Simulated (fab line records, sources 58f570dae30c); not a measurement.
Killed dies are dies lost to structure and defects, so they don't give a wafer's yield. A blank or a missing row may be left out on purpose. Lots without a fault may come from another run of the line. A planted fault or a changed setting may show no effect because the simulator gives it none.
Chamber matching | flow berkeley_cmos170 | UCB170_NWELL_ETCH_13 on rie_diel-04: 4 sister chambers
The step etches Si3N4 in CH3F/Ar/O2, stops on SiO2, target depth 246.4 nm, time 154 s. 7 wafers are shown with their chamber, then 7 later ones without.

WAFERS WITH THEIR CHAMBER
wafer  | chamber | throttle_valve_pct (%) | drypump_motor_current_A (A)
L464.6 | 2       | 7.89                   | 5.6
L467.6 | 2       | 7.90                   | 5.6
L470.2 | 0       | 8.20                   | 5.3
L470.4 | 0       | 8.19                   | 5.4
L470.5 | 1       | 8.23                   | 6.7
L471.1 | 1       | 8.24                   | 6.6
L471.4 | 3       | 8.14                   | 5.8

WAFERS WITHOUT THEIR CHAMBER
wafer  | throttle_valve_pct (%) | drypump_motor_current_A (A)
L471.5 | 8.13                   | 5.8
L474.1 | 8.13                   | 5.8
L474.5 | 7.89                   | 5.6
L474.6 | 8.25                   | 6.7
L481.2 | 8.25                   | 6.7
L481.4 | 8.20                   | 5.3
L481.5 | 7.89                   | 5.6

WHICH CHAMBER EACH WENT THROUGH
wafer  | from the rows above | in truth
L471.5 | 3                   | 3
L474.1 | 3                   | 3
L474.5 | 2                   | 2
L474.6 | 1                   | 1
L481.2 | 1                   | 1
L481.4 | 0                   | 0
L481.5 | 2                   | 2
Placed correctly: 7 of 7. Can't be placed from these rows: 0. Placed wrongly: 0.
How it was worked out, from the rows above alone: a wafer's distance from a chamber is the root of the sum, over the readings, of the square of ((its reading less the chamber's mean) divided by the reading's scatter). The wafer belongs to the nearest chamber; if the next one is less than 2 further off, it can't be placed. A chamber's mean is the mean of its shown wafers. The scatter: the root of (the sum of the squares of (reading less its chamber's mean) over the shown wafers, divided by (wafers less chambers)).
